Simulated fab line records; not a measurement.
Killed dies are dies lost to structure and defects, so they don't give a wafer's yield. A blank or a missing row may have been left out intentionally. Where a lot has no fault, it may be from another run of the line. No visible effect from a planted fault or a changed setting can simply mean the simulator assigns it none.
One fault seen from 2 desks | flow berkeley cmos170 | each desk holds nothing but its own numbers, with what lay behind them at the end

## METROLOGY DESK
Means of the sampled wafers that have a number, per lot and without regard to the tool the lot ran on: this is what the gauges read. The brackets show how far a lot's mean lies from the usual mean; more than 4 standard deviations puts the lot out of limits, marked OUT.
Columns: A = cd nm at UCB170_M2_CD_MEAS_15, usual 700.3 nm; B = M2_OVL at UCB170_M2_OVL_MEAS_16, usual -3 nm; C = V2_TEOS_THK at UCB170_V2_THK_MEAS_01, usual 1981 nm
lot  | first seen here | A     | B   | C
L134 | day 7 11:05     | 697.7 | -3  | 1967
L135 | day 7 23:10     | 698.9 | -5  | 2003
L136 | day 8 12:03     | 699.6 | 3   | 1978
L140 | day 9 00:31     | 701.3 | -7  | 1959
L139 | day 9 00:46     | 699.6 | -2  | 2224 (+7.4) OUT
L144 | day 9 21:33     | 699.4 | 0   | 1954
L146 | day 10 23:24    | 699.1 | -8  | 1976
L151 | day 11 02:38    | 701.9 | -10 | 1971
L155 | day 11 21:40    | 701.4 | -1  | 1953
L152 | day 11 22:01    | 700.9 | -3  | 1990
L153 | day 11 22:20    | 698.4 | -0  | 1982
L156 | day 11 23:05    | 700.6 | -8  | 1994
L154 | day 11 23:46    | 700.4 | 5   | 1987
Finding of this desk: L139 out of limits, first seen on L139 at day 9 01:31 (V2_TEOS_THK at UCB170_V2_THK_MEAS_01). In limits: L134, L135, L136, L140, L144, L146, L151, L155, L152, L153, L156, L154.

## DESK OF THE TOOL OWNER: pecvd-01
The tool's own readings at UCB170_V2_CVD_00 (deposits SiO2 from TEOS/O2, target thk 2000 nm, time 250 s): means of the sampled wafers that have a number, for each lot that ran on this tool. The brackets show how far a lot's mean lies from the usual mean; more than 4 standard deviations puts the lot out of limits, marked OUT.
Columns: A = heater power w at UCB170_V2_CVD_00, usual 274 W; B = run length s at UCB170_V2_CVD_00, usual 277.8 s
lot  | first seen here | A   | B
L134 | day 7 11:41     | 314 | 277.4
L135 | day 7 23:49     | 368 | 277.3
L139 | day 9 01:22     | 313 | 303.0 (+41) OUT
L152 | day 11 22:37    | 342 | 277.6
This desk finds L139 out of limits, L139 being first, at day 9 01:22 (run length s at UCB170_V2_CVD_00). In limits: L134, L135, L152.

## ALL TOGETHER
The tool owner's desk had the chance to raise an alarm at day 9 01:22 on L139.
The metrology desk could have raised an alarm at day 9 01:31, on L139.
The lots listed all ran UCB170_V2_CVD_00 on pecvd-01.

## WHAT THE SIMULATOR HAD PUT IN
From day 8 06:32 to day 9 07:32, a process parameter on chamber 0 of pecvd-01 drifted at UCB170_V2_CVD_00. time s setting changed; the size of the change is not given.
Struck lots among those shown: L139.
Fault start to first reading out of limits, in hours, per desk: tool owner, 19; metrology, 19.
